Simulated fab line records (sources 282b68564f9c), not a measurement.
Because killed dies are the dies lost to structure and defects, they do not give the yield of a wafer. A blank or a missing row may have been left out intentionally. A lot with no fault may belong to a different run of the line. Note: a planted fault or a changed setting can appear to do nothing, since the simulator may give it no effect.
fab line records	flow rit_cmos
record lots=6	wafers=18	last_day=7
route steps=202 shown SDANNEAL@156 PSD@157 NSD@158 PLDD@159 NLDD@160 SILICIDE@161 CONTACT@168
lots with no fault: from the same line, run without faults
start_h: hours from the record's first day to the start of the lot's first wafer shown	wait_h: hours elapsed since this lot's preceding step	" the same as in the row above	L1.1+2: one row covering several wafers at once	- no value, or no start given	* or withheld: withheld	< > ~ a bound
route shown NAME@n: names a module that has steps shown in the file, with the first one's number in the route	usual: the fault-free wafers' mean and standard deviation	same: alike in all rows	chamber/n: place in a boat	sites: per-site readings	_std_site: standard deviation across them	_edge_site: the outer-site mean with the inner-site mean subtracted	radius_mm: how far each site lies from the wafer's centre	mask NAME#n: copy n	behind: tool/chamber where the wafer was last shaped	hold: reason for holding the lot/hours on hold/outcome of the hold	device: which transistor (n, p or np) failed to switch	end of line: tests run on the same wafers once the route is complete	a step given without rows: its recipe and nothing more	killed: dies lost to structure and defects at the first sort, not the wafer's yield	map: a wafer's dies, marking killed ones x, the rest . and places with no die _
set.NAME: the setting as run; set.NAME@STEP: as run at that earlier step	model.NAME: the simulator's own value behind a step, which no gauge read
certain route steps with their lots: each step a table, each wafer a row
services: the hour from which a tool's chamber was out of use, counted from the record's first day as start_h (under 0 if before that day), plus the number of hours and why
## steps
# step RIT_SDANNEAL_RTA_03
# recipe temp_c=1050	time_s=5	idle_temp_c=600	ramp_up_c_per_s=342	ramp_down_c_per_s=171	cool_to_c=600	ambient=N2
# usual wafer_temp_C_max=1053.4/1
lot.wafer	tool	chamber	start_h	wait_h	wafer_temp_C_max
L225.2	rtp_anneal-01	0	69.99	0.0	1054.1
L225.3	"	0	"	"	1053.0
L225.5	"	0	"	"	1053.4
L229.1	rtp_anneal-01	0	91.00	0.0	1052.5
L229.2	"	0	"	"	1054.5
L229.3	"	0	"	"	1053.8
L236.1	rtp_anneal-02	0	127.06	0.0	1054.7
L236.4	"	0	"	"	1053.6
L236.6	"	0	"	"	1052.7
L237.1	rtp_anneal-01	0	129.99	0.0	1054.1
L237.3	"	0	"	"	1052.7
L237.4	"	0	"	"	1053.0
L240.1	rtp_anneal-02	0	146.10	0.0	1053.1
L240.2	"	0	"	"	1052.5
L240.4	"	0	"	"	1053.1
L244.3	rtp_anneal-01	0	165.44	0.0	1053.2
L244.4	"	0	"	"	1053.5
L244.5	"	0	"	"	1052.8
# step RIT_SDANNEAL_RS_MEAS_04
# recipe thk_meas_gauge=four-point-probe
# usual PSD_RS=115.80/0.26
lot.wafer	tool	chamber	start_h	wait_h	PSD_RS[ohm/sq]
L225.2	film_metro-04	-	70.06	0.1	116.14
L225.3	"	-	"	"	115.83
L225.5	"	-	"	"	116.26
L229.1	film_metro-03	-	91.06	0.0	115.76
L229.2	"	-	"	"	115.97
L229.3	"	-	"	"	115.90
L236.1	film_metro-02	-	127.12	0.0	115.27
L236.4	"	-	"	"	115.30
L236.6	"	-	"	"	115.34
L237.1	film_metro-04	-	130.05	0.0	115.57
L237.3	"	-	"	"	115.75
L237.4	"	-	"	"	115.94
L240.1	film_metro-02	-	146.16	0.0	115.76
L240.2	"	-	"	"	116.16
L240.4	"	-	"	"	115.80
L244.3	film_metro-04	-	165.52	0.1	115.56
L244.4	"	-	"	"	115.69
L244.5	"	-	"	"	115.76
# step RIT_SDANNEAL_RS_MEAS_05
# recipe thk_meas_gauge=four-point-probe
# usual NSD_RS=84.6/0.3
lot.wafer	tool	chamber	start_h	wait_h	NSD_RS[ohm/sq]
L225.2	film_metro-04	-	70.18	0.1	84.5
L225.3	"	-	"	"	84.3
L225.5	"	-	"	"	84.5
L229.1	film_metro-03	-	91.18	0.1	85.0
L229.2	"	-	"	"	84.3
L229.3	"	-	"	"	84.2
L236.1	film_metro-02	-	127.24	0.1	83.9
L236.4	"	-	"	"	84.4
L236.6	"	-	"	"	84.4
L237.1	film_metro-04	-	130.17	0.1	84.0
L237.3	"	-	"	"	84.2
L237.4	"	-	"	"	84.5
L240.1	film_metro-02	-	146.28	0.1	84.4
L240.2	"	-	"	"	84.7
L240.4	"	-	"	"	84.5
L244.3	film_metro-04	-	165.64	0.1	84.4
L244.4	"	-	"	"	84.3
L244.5	"	-	"	"	84.5
# step RIT_SDANNEAL_RS_MEAS_06
# recipe thk_meas_gauge=four-point-probe
# usual PLDD_RS=178.5/0.46
lot.wafer	tool	chamber	start_h	wait_h	PLDD_RS[ohm/sq]
L225.2	film_metro-04	-	70.30	0.1	179.8
L225.3	"	-	"	"	179.6
L225.5	"	-	"	"	179.4
L229.1	film_metro-03	-	91.30	0.1	178.1
L229.2	"	-	"	"	178.2
L229.3	"	-	"	"	178.3
L236.1	film_metro-02	-	127.36	0.1	178.0
L236.4	"	-	"	"	177.6
L236.6	"	-	"	"	177.7
L237.1	film_metro-04	-	130.29	0.1	177.7
L237.3	"	-	"	"	178.0
L237.4	"	-	"	"	178.2
L240.1	film_metro-02	-	146.40	0.1	178.5
L240.2	"	-	"	"	178.6
L240.4	"	-	"	"	178.4
L244.3	film_metro-04	-	165.76	0.1	178.3
L244.4	"	-	"	"	178.2
L244.5	"	-	"	"	177.9
# step RIT_SDANNEAL_RS_MEAS_07
# recipe thk_meas_gauge=four-point-probe
# usual NLDD_RS=151.5/0.55
lot.wafer	tool	chamber	start_h	wait_h	NLDD_RS[ohm/sq]
L225.2	film_metro-04	-	70.42	0.1	150.0
L225.3	"	-	"	"	150.3
L225.5	"	-	"	"	150.0
L229.1	film_metro-03	-	91.42	0.1	151.6
L229.2	"	-	"	"	151.0
L229.3	"	-	"	"	151.7
L236.1	film_metro-02	-	127.48	0.1	151.0
L236.4	"	-	"	"	151.4
L236.6	"	-	"	"	151.4
L237.1	film_metro-04	-	130.41	0.1	151.5
L237.3	"	-	"	"	150.9
L237.4	"	-	"	"	151.0
L240.1	film_metro-02	-	146.52	0.1	151.2
L240.2	"	-	"	"	151.5
L240.4	"	-	"	"	151.4
L244.3	film_metro-04	-	165.88	0.1	151.5
L244.4	"	-	"	"	151.5
L244.5	"	-	"	"	151.8
# step RIT_SILICIDE_WET_ETCH_00
# recipe chemistry=BOE	target=SiO2	target_depth_nm=14	time_s=15	dry=n2_spin	dilution=10:1	temp_c=21.5
# step RIT_SILICIDE_SPUTTER_01
# recipe material=Ti	target_thk_nm=30	power_w=350	chamber_pressure_pa=0.667	gas=Ar	time_s=240	substrate_temp_c=25
# usual throttle_valve_pct=30.2/1.2
lot.wafer	tool	chamber	start_h	wait_h	throttle_valve_pct
L225.2	pvd_sputter-02	-	70.53	0.0	29.5
L225.3	"	-	"	"	31.9
L225.5	"	-	"	"	31.7
L229.1	pvd_sputter-02	-	91.55	0.0	31.8
L229.2	"	-	"	"	29.5
L229.3	"	-	"	"	31.7
L236.1	pvd_sputter-02	-	127.61	0.0	31.9
L236.4	"	-	"	"	31.1
L236.6	"	-	"	"	31.9
L237.1	pvd_sputter-03	-	130.54	0.0	28.5
L237.3	"	-	"	"	31.2
L237.4	"	-	"	"	29.5
L240.1	pvd_sputter-03	-	146.65	0.0	30.9
L240.2	"	-	"	"	29.4
L240.4	"	-	"	"	29.8
L244.3	pvd_sputter-01	-	165.97	0.0	30.7
L244.4	"	-	"	"	27.6
L244.5	"	-	"	"	29.7
# step RIT_SILICIDE_RS_MEAS_02
# recipe thk_meas_gauge=four-point-probe	reads=Ti_of_SILICIDE_SPUTTER_01
# usual SILICIDE_TI_RS=47.7/0.75
lot.wafer	tool	chamber	start_h	wait_h	SILICIDE_TI_RS[ohm/sq]
L225.2	film_metro-01	-	70.70	0.1	48.1
L225.3	"	-	"	"	48.0
L225.5	"	-	"	"	48.5
L229.1	film_metro-01	-	91.70	0.1	48.9
L229.2	"	-	"	"	48.2
L229.3	"	-	"	"	49.3
L236.1	film_metro-01	-	127.76	0.1	47.7
L236.4	"	-	"	"	47.6
L236.6	"	-	"	"	48.1
L237.1	film_metro-01	-	130.69	0.1	48.6
L237.3	"	-	"	"	47.6
L237.4	"	-	"	"	47.5
L240.1	film_metro-01	-	146.80	0.1	47.8
L240.2	"	-	"	"	46.7
L240.4	"	-	"	"	47.2
L244.3	film_metro-01	-	166.16	0.1	48.3
L244.4	"	-	"	"	47.1
L244.5	"	-	"	"	47.3
# step RIT_SILICIDE_THK_MEAS_03
# recipe thk_meas_gauge=xrf	reads=Ti_of_SILICIDE_SPUTTER_01
# usual SILICIDE_TI_THK=29.9/0.42
lot.wafer	tool	chamber	start_h	wait_h	SILICIDE_TI_THK[nm]
L225.2	film_metro-01	-	70.81	0.1	29.6
L225.3	"	-	"	"	29.6
L225.5	"	-	"	"	29.4
L229.1	film_metro-01	-	91.82	0.1	29.2
L229.2	"	-	"	"	29.4
L229.3	"	-	"	"	29.1
L236.1	film_metro-01	-	127.88	0.1	29.7
L236.4	"	-	"	"	29.9
L236.6	"	-	"	"	29.6
L237.1	film_metro-01	-	130.81	0.1	29.3
L237.3	"	-	"	"	29.8
L237.4	"	-	"	"	29.7
L240.1	film_metro-01	-	146.92	0.1	29.8
L240.2	"	-	"	"	30.4
L240.4	"	-	"	"	30.2
L244.3	film_metro-01	-	166.26	0.1	29.7
L244.4	"	-	"	"	30.1
L244.5	"	-	"	"	30.0
# step RIT_SILICIDE_RTA_04
# recipe temp_c=650	time_s=10	idle_temp_c=25	ramp_up_s=5	ramp_down_s=5	cool_to_c=25	ambient=N2
# usual wafer_temp_C_max=654.5/1.3
lot.wafer	tool	chamber	start_h	wait_h	wafer_temp_C_max
L225.2	rtp_anneal-02	0	70.87	0.1	654.0
L225.3	"	0	"	"	655.5
L225.5	"	0	"	"	652.8
L229.1	rtp_anneal-02	0	91.88	0.1	652.9
L229.2	"	0	"	"	653.2
L229.3	"	0	"	"	653.3
L236.1	rtp_anneal-01	0	127.94	0.1	654.3
L236.4	"	0	"	"	655.1
L236.6	"	0	"	"	655.6
L237.1	rtp_anneal-02	0	130.87	0.1	653.4
L237.3	"	0	"	"	653.2
L237.4	"	0	"	"	652.8
L240.1	rtp_anneal-01	0	146.98	0.1	655.6
L240.2	"	0	"	"	655.4
L240.4	"	0	"	"	656.5
L244.3	rtp_anneal-02	0	166.32	0.1	654.0
L244.4	"	0	"	"	653.1
L244.5	"	0	"	"	653.4
# step RIT_SILICIDE_WET_ETCH_05
# recipe chemistry=SPM	target=Ti	temp_c=90	time_s=120	dry=n2_spin
# step RIT_SILICIDE_RTA_06
# recipe temp_c=750	time_s=10	idle_temp_c=25	ramp_up_s=5	ramp_down_s=10	cool_to_c=25	ambient=N2
# usual wafer_temp_C_max=755.2/1.6
lot.wafer	tool	chamber	start_h	wait_h	wafer_temp_C_max
L225.2	rtp_anneal-01	0	70.98	0.0	756.6
L225.3	"	0	"	"	756.3
L225.5	"	0	"	"	755.7
L229.1	rtp_anneal-01	0	91.99	0.0	756.7
L229.2	"	0	"	"	757.4
L229.3	"	0	"	"	754.4
L236.1	rtp_anneal-02	0	128.05	0.0	753.9
L236.4	"	0	"	"	753.3
L236.6	"	0	"	"	754.5
L237.1	rtp_anneal-01	0	130.98	0.0	756.7
L237.3	"	0	"	"	756.6
L237.4	"	0	"	"	757.6
L240.1	rtp_anneal-02	0	147.09	0.0	754.0
L240.2	"	0	"	"	754.0
L240.4	"	0	"	"	753.7
L244.3	rtp_anneal-01	0	166.43	0.0	755.3
L244.4	"	0	"	"	755.8
L244.5	"	0	"	"	757.4
# step RIT_CONTACT_CVD_00
# recipe material=SiO2	target_thk_nm=400	precursor=TEOS	temp_c=390	time_s=61	rf_w=400
# usual heater_power_w=292/70
lot.wafer	tool	chamber	start_h	wait_h	heater_power_w	since_wet_clean_h	model.SiO2_of_CONTACT_CVD_00.thk_nm
L225.2	pecvd-04	0	71.04	0.0	287	626	401.9
L225.3	"	1	"	"	265	626	390.9
L225.5	"	0	"	"	293	-	405.9
L229.1	pecvd-03	0	92.06	0.1	250	243	404.1
L229.2	"	2	"	"	290	243	398.1
L229.3	"	1	"	"	241	243	404.2
L236.1	pecvd-01	1	128.11	0.1	215	1464	400.4
L236.4	"	2	"	"	268	-	405.5
L236.6	"	1	"	"	226	-	402.6
L237.1	pecvd-04	0	131.05	0.1	339	686	398.8
L237.3	"	2	"	"	388	686	550.4
L237.4	"	2	"	"	422	-	562.6
L240.1	pecvd-04	1	147.16	0.1	242	702	389.5
L240.2	"	2	"	"	505	702	550.3
L240.4	"	2	"	"	502	-	559
L244.3	pecvd-03	2	166.47	0.0	266	317	393.7
L244.4	"	0	"	"	245	-	402.8
L244.5	"	2	"	"	273	-	398.1
# step RIT_CONTACT_THK_MEAS_01
# recipe reads=SiO2_of_CONTACT_CVD_00
# usual CONTACT_TEOS_THK=398/5.8
lot.wafer	tool	chamber	start_h	wait_h	CONTACT_TEOS_THK[nm]
L225.2	film_metro-02	-	71.10	0.0	402
L225.3	"	-	"	"	391
L225.5	"	-	"	"	406
L229.1	film_metro-04	-	92.11	0.0	404
L229.2	"	-	"	"	399
L229.3	"	-	"	"	404
L236.1	film_metro-01	-	128.16	0.0	401
L236.4	"	-	"	"	406
L236.6	"	-	"	"	403
L237.1	film_metro-04	-	131.10	0.0	399
L237.3	"	-	"	"	551
L237.4	"	-	"	"	563
L240.1	film_metro-04	-	147.21	0.0	389
L240.2	"	-	"	"	550
L240.4	"	-	"	"	559
L244.3	film_metro-04	-	166.54	0.0	393
L244.4	"	-	"	"	403
L244.5	"	-	"	"	398
# step RIT_CONTACT_HMDS_02
# recipe prime_time_s=60	prime_temp_c=140
# step RIT_CONTACT_COAT_03
# recipe resist=NOVOLAK	spin_rpm=3250	resist_thk_nm=1000
# step RIT_CONTACT_SOFTBAKE_04
# recipe resist=NOVOLAK	temp_c=90	time_s=60
# step RIT_CONTACT_EXPOSE_05
# recipe mask_id=M11	na=0.6	source_shape=conventional	sigma_outer=0.5	target_cd_nm=1000	dose_mj=250
# step RIT_CONTACT_PEB_06
# recipe resist=NOVOLAK	temp_c=withheld	time_s=withheld
# step RIT_CONTACT_DEVELOP_07
# recipe resist=NOVOLAK	develop_time_s=120	dev_temp_c=23
# step RIT_CONTACT_CD_MEAS_08
# recipe target_cd_nm=1000
# usual cd_nm=999.9/2.2
lot.wafer	tool	chamber	start_h	wait_h	cd_nm
L225.2	cd_sem-01	-	72.58	-	997.7
L225.3	"	-	"	"	998.4
L225.5	"	-	"	"	997.5
L229.1	cd_sem-02	-	93.13	-	1001.1
L229.2	"	-	"	"	1000.0
L229.3	"	-	"	"	1001.1
L236.1	cd_sem-01	-	129.35	-	1004.0
L236.4	"	-	"	"	1003.7
L236.6	"	-	"	"	1001.8
L237.1	cd_sem-02	-	132.13	-	997.9
L237.3	"	-	"	"	1000.4
L237.4	"	-	"	"	998.8
L240.1	cd_sem-01	-	148.36	-	998.2
L240.2	"	-	"	"	1000.3
L240.4	"	-	"	"	999.1
L244.3	cd_sem-01	-	167.59	-	1003.0
L244.4	"	-	"	"	1002.0
L244.5	"	-	"	"	1004.1
# step RIT_CONTACT_OVL_MEAS_09
# usual CONTACT_OVL=-0.9/1.4
lot.wafer	tool	chamber	start_h	wait_h	CONTACT_OVL[nm]
L225.2	overlay-01	-	72.69	0.1	0.4
L225.3	"	-	"	"	-0.3
L225.5	"	-	"	"	-0.8
L229.1	overlay-01	-	93.25	0.1	1.2
L229.2	"	-	"	"	1.0
L229.3	"	-	"	"	0.0
L236.1	overlay-02	-	129.47	0.1	3.6
L236.4	"	-	"	"	1.0
L236.6	"	-	"	"	2.7
L237.1	overlay-01	-	132.25	0.1	-1.6
L237.3	"	-	"	"	-0.6
L237.4	"	-	"	"	-0.2
L240.1	overlay-01	-	148.48	0.1	-2.1
L240.2	"	-	"	"	-0.4
L240.4	"	-	"	"	-2.2
L244.3	overlay-02	-	167.68	0.1	-1.4
L244.4	"	-	"	"	-2.6
L244.5	"	-	"	"	-1.9
# step RIT_CONTACT_HARDBAKE_10
# recipe resist=NOVOLAK	temp_c=140	time_s=60
# step RIT_CONTACT_ETCH_11
# recipe target_depth_a=4800	over_etch_frac=0.2	stop_on=TiSi2	chemistry=CHF3/CF4/Ar	target=SiO2	CHF3_flow_sccm=50	cf4_flow_sccm=10	Ar_flow_sccm=100	O2_flow_sccm=5	pressure_mtorr=100	rf_w=200	time_s=320
# usual O2_flow_sccm=4.999/0.015	drypump_motor_current_A=5.8/0.32	mfc_ar_sccm=100.0/0.31	oes_product_au=0.990/0.012	throttle_valve_pct=8.90/0.12
lot.wafer	tool	chamber	start_h	wait_h	O2_flow_sccm	drypump_motor_current_A	mfc_ar_sccm	oes_product_au	rf_hours_counter_h	throttle_valve_pct	model.etch.depth_nm	model.CONTACT.feature_depth_nm
L225.2	rie_diel-03	2	72.87	0.1	4.997	6.0	100.2	0.990	7	9.05	401.9	401.9
L225.3	"	3	"	"	5.001	6.3	99.6	0.995	2	9.10	390.9	390.9
L225.5	"	3	"	"	5.026	6.3	99.7	1.002	-	9.09	405.9	405.9
L229.1	rie_diel-01	1	93.44	0.1	4.986	5.3	99.9	0.990	147	8.95	404.1	404.1
L229.2	"	3	"	"	4.998	5.8	99.7	0.972	132	8.70	398.1	398.1
L229.3	"	2	"	"	4.971	5.7	99.8	1.020	97	8.88	404.2	404.2
L236.1	rie_diel-01	1	129.66	0.1	5.001	5.3	100.4	0.985	148	8.93	400.4	400.4
L236.4	"	0	"	"	5.003	5.4	100.0	0.980	76	8.88	405.5	405.5
L236.6	"	3	"	"	4.994	5.8	100.2	0.973	-	8.70	402.6	402.6
L237.1	rie_diel-03	2	132.43	0.1	4.996	6.0	100.4	0.988	8	9.06	398.8	398.8
L237.3	"	3	"	"	5.014	6.3	99.8	1.011	3	9.09	469.4	469.4
L237.4	"	1	"	"	4.986	6.0	99.9	1.005	15	8.83	462.2	462.2
L240.1	rie_diel-01	2	148.67	0.1	4.992	5.7	100.0	1.009	98	8.87	389.5	389.5
L240.2	"	3	"	"	4.977	5.8	99.5	0.988	133	8.70	468.9	468.9
L240.4	"	0	"	"	5.010	5.4	99.8	0.990	76	8.87	473.4	473.4
L244.3	rie_diel-04	3	167.86	0.1	4.994	6.0	99.7	0.992	6	8.85	393.7	393.7
L244.4	"	0	"	"	5.008	5.8	100.2	0.976	132	8.69	402.8	402.8
L244.5	"	2	"	"	5.000	6.2	99.6	1.017	-	8.89	398.1	398.1
# step RIT_CONTACT_STRIP_12
# recipe chemistry=O2	time_s=180	resist=NOVOLAK	platen_temp_c=withheld	power_w=500	pressure_mtorr=4000	o2_flow_sccm=4000
# usual drypump_motor_current_A=5.5/0.54
lot.wafer	tool	chamber	start_h	wait_h	drypump_motor_current_A	rf_hours_counter_h
L225.2	plasma_asher-01	1	73.06	0.1	5.9	44
L225.3	"	1	"	"	6.0	-
L225.5	"	0	"	"	5.2	-
L229.1	plasma_asher-03	1	93.63	0.1	6.1	29
L229.2	"	0	"	"	4.9	29
L229.3	"	1	"	"	6.1	-
L236.1	plasma_asher-03	1	129.85	0.1	6.1	34
L236.4	"	0	"	"	4.9	-
L236.6	"	1	"	"	6.1	-
L237.1	plasma_asher-03	1	132.63	0.1	6.1	34
L237.3	"	0	"	"	4.9	-
L237.4	"	1	"	"	6.1	-
L240.1	plasma_asher-02	0	148.86	0.1	6.1	2
L240.2	"	1	"	"	4.9	2
L240.4	"	0	"	"	6.2	-
L244.3	plasma_asher-01	0	168.11	0.2	5.2	-
L244.4	"	1	"	"	5.9	-
L244.5	"	1	"	"	5.9	-
# step RIT_CONTACT_CD_MEAS_90
# recipe target_cd_nm=1000
# usual cd_nm=1000.1/2.2
lot.wafer	tool	chamber	start_h	wait_h	cd_nm
L225.2	cd_sem-02	-	73.25	0.1	997.9
L225.3	"	-	"	"	999.0
L225.5	"	-	"	"	997.2
L229.1	cd_sem-01	-	93.81	0.1	1000.9
L229.2	"	-	"	"	1000.9
L229.3	"	-	"	"	1001.2
L236.1	cd_sem-01	-	130.03	0.1	1003.9
L236.4	"	-	"	"	1003.6
L236.6	"	-	"	"	1001.7
L237.1	cd_sem-01	-	132.89	0.2	998.7
L237.3	"	-	"	"	1000.7
L237.4	"	-	"	"	998.7
L240.1	cd_sem-02	-	149.04	0.1	997.6
L240.2	"	-	"	"	1000.4
L240.4	"	-	"	"	999.4
L244.3	cd_sem-02	-	168.27	0.1	1003.7
L244.4	"	-	"	"	1001.7
L244.5	"	-	"	"	1004.1
# step RIT_CONTACT_CLEAN_13
# recipe chemistry=SC1	mix=3:3:50	time_s=600	temp_c=75
lot.wafer	tool	chamber	start_h	wait_h	model.SiO2_of_CONTACT_CVD_00.thk_nm
L225.2	wet_bench-04	0	73.35	0.1	397.9
L225.3	"	0	"	"	386.8
L225.5	"	0	"	"	401.8
L229.1	wet_bench-04	1	93.93	0.1	399.9
L229.2	"	1	"	"	394
L229.3	"	1	"	"	400.1
L236.1	wet_bench-04	0	130.15	0.1	396.3
L236.4	"	0	"	"	401.3
L236.6	"	0	"	"	398.5
L237.1	wet_bench-04	2	133.01	0.1	394.7
L237.3	"	2	"	"	546.3
L237.4	"	2	"	"	558.5
L240.1	wet_bench-03	2	149.16	0.1	385.4
L240.2	"	2	"	"	546.2
L240.4	"	2	"	"	555
L244.3	wet_bench-03	1	168.35	0.1	389.5
L244.4	"	1	"	"	398.7
L244.5	"	1	"	"	394
# step RIT_CONTACT_CLEAN_14
# recipe chemistry=SC2	mix=3:3:50	time_s=600	temp_c=75	dry=n2_spin
## services
tool	chamber	start_h	hours	kind
rie_diel-03	2	46.45	9.0	repair
rie_diel-04	-	48.42	15.2	repair
rie_diel-01	2	58.00	3.0	repair
rie_diel-03	0	58.11	2.8	repair
pecvd-01	2	65.10	3.7	repair
rie_diel-03	1	72.59	11.7	repair
pvd_sputter-03	-	73.85	2.0	repair
rie_diel-03	2	83.28	2.2	repair
rie_diel-04	0	83.70	4.1	repair
rie_diel-03	3	103.44	3.8	repair
rie_diel-04	2	104.53	-	clean
rie_diel-04	2	104.53	24.1	scheduled_down
rie_diel-04	2	104.53	24.1	vent_cycle
plasma_asher-02	-	108.75	9.0	pm
plasma_asher-02	0	108.75	9.0	vent_cycle
plasma_asher-03	-	110.13	0.6	repair
pecvd-03	1	118.79	34.4	repair
plasma_asher-02	-	120.17	14.6	pm
pvd_sputter-01	-	129.90	4.9	repair
pvd_sputter-02	-	134.37	15.5	repair
rtp_anneal-01	-	149.12	4.0	pm
pecvd-03	0	150.90	11.9	repair
rie_diel-01	1	159.11	-	clean
pvd_sputter-02	-	164.84	2.0	repair
## key
first_sign step=RIT_CONTACT_THK_MEAS_01	reading=CONTACT_TEOS_THK	direction=up	sigmas=27	usual=398	struck=556
effect none on later readings
model_effect step=RIT_CONTACT_CVD_00	value=SiO2_of_CONTACT_CVD_00.thk_nm	without=395.6	struck=555.6
model_effect step=RIT_CONTACT_ETCH_11	value=etch.depth_nm	without=395.6	struck=468.5
model_effect step=RIT_CONTACT_CLEAN_13	value=SiO2_of_CONTACT_CVD_00.thk_nm	without=391.5	struck=551.5
met_at RIT_CONTACT_CVD_00
struck_wafers L237.3,L237.4,L240.2,L240.4
later_rows_left_out L237.3,L237.4,L240.2,L240.4
sort_left_out L237.3,L237.4,L240.2,L240.4
tester_left_out L237,L240
fault kind=process_parameter_drift	tool=pecvd-04	chamber=2	onset_h=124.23	steps=RIT_CONTACT_CVD_00	channel=target_thk_nm	offset=160	shape=step	end_h=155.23	stated=400
# tester_left_out: of these lots the tester's yield and bins aren't shown, on N5 and GAA mostly nor the transistor test; their killed dies are dies lost to structure and defects alone, not to doping, threshold or leakage, so they don't give the yield
# sort_left_out: the simulated sort isn't trusted on such a fault, so these wafers' sort isn't shown, and their yield isn't known
# later_rows_left_out: the simulator's readings of these wafers behind a module that went badly wrong aren't trusted and aren't shown, but for the sort
